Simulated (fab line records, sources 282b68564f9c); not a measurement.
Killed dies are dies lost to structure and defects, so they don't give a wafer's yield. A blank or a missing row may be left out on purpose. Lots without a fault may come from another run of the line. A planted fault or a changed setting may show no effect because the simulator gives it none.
Which tool did it? | flow rit_cmos | 13 lots, 39 wafers sampled, at 2 steps of a route of 202

WHAT THE GAUGES READ, wafer by wafer
RIT_PWELL_OVL_MEAS_06. Usual: PWELL_OVL -0.1 nm, standard deviation 1.3.
lot  | measured    | on         | PWELL_OVL (nm) | flag
L792 | day 2 00:44 | overlay-02 | -1.7 0.4 -2.7  |
L793 | day 2 07:59 | overlay-02 | -0.5 -0.6 -0.9 |
L794 | day 2 11:37 | overlay-01 | -0.2 -1.2 0.7  |
L795 | day 2 14:33 | overlay-01 | -0.7 0.0 1.4   |
L796 | day 2 19:13 | overlay-02 | -1.2 0.0 -1.1  |
L797 | day 3 01:20 | overlay-01 | 2.5 1.1 0.6    |
L805 | day 4 16:16 | overlay-01 | -0.2 -1.7 -0.5 |
L806 | day 4 23:45 | overlay-02 | 1.2 -0.1 2.3   |
L810 | day 5 18:25 | overlay-02 | 1.4 3.0 2.7    |
L812 | day 6 04:22 | overlay-01 | -2.3 -1.1 -2.2 |
L813 | day 6 08:38 | overlay-02 | 2.8 -0.9 -0.7  |
L814 | day 6 16:52 | overlay-02 | -1.9 -0.8 -0.1 |
L815 | day 6 19:50 | overlay-02 | 2.1 2.0 1.0    |

WHICH TOOL RAN EACH LOT (tool, then ch and the chambers of the sampled wafers, then the start)
lot  | RIT_NWELL_STRIP_09
L792 | plasma_asher-03 ch 0,1, day 1 23:20
L793 | plasma_asher-03 ch 0,1, day 2 06:52
L794 | plasma_asher-02 ch 1, day 2 10:30
L795 | plasma_asher-02 ch 0, day 2 13:26
L796 | plasma_asher-03 ch 0,1, day 2 17:58
L797 | plasma_asher-03 ch 0,1, day 3 00:14
L805 | plasma_asher-01 ch 0,1, day 4 15:01
L806 | plasma_asher-03 ch 0,1, day 4 22:38
L810 | plasma_asher-03 ch 0,1, day 5 17:08
L812 | plasma_asher-02 ch 0,1, day 6 03:08
L813 | plasma_asher-02 ch 0,1, day 6 07:31
L814 | plasma_asher-02 ch 0,1, day 6 15:46
L815 | plasma_asher-02 ch 0,1, day 6 18:34
- RIT_NWELL_STRIP_09: strips in O2, time 180 s.

WHAT THE TOOLS THEMSELVES READ (means of the sampled wafers that have a number; where no wafer has one, the mark that the record gives instead)
RIT_NWELL_STRIP_09. Usual: chamber_pressure_mTorr 4000 mTorr, standard deviation 3.7; drypump_motor_current_A 5.85 A, standard deviation 0.3.
lot  | tool            | chamber_pressure_mTorr (mTorr) | drypump_motor_current_A (A) | flag
L792 | plasma_asher-03 | 4000                           | 5.55                        |
L793 | plasma_asher-03 | 4002                           | 5.55                        |
L794 | plasma_asher-02 | 3999                           | 5.92                        |
L795 | plasma_asher-02 | 3999                           | 6.16                        |
L796 | plasma_asher-03 | 4002                           | 5.77                        |
L797 | plasma_asher-03 | 3998                           | 5.78                        |
L805 | plasma_asher-01 | 4000                           | 5.87                        |
L806 | plasma_asher-03 | 3998                           | 5.55                        |
L810 | plasma_asher-03 | 4001                           | 5.55                        |
L812 | plasma_asher-02 | 4001                           | 6.00                        |
L813 | plasma_asher-02 | 4003                           | 6.08                        |
L814 | plasma_asher-02 | 4002                           | 5.99                        |
L815 | plasma_asher-02 | 4002                           | 6.00                        |

THE ANSWER, worked out from the rows above alone
Rule: a lot is off if the mean of its wafers that have a number lies more than 3 standard deviations from the usual mean. A lot without any number at a reading at which 4 lots or more have one is off too. The other lots that the step has rows for count as sound. The gauges are gone through in route order, then the tools' own readings, and for those a lot's mean is taken as printed above. The first step at which some lot is off is used, and at that step the reading that is off furthest; a lot without a number counts as furthest.
No lot is off at any reading shown: from this, nothing can be told.

WHAT THE SIMULATOR HAD PUT IN
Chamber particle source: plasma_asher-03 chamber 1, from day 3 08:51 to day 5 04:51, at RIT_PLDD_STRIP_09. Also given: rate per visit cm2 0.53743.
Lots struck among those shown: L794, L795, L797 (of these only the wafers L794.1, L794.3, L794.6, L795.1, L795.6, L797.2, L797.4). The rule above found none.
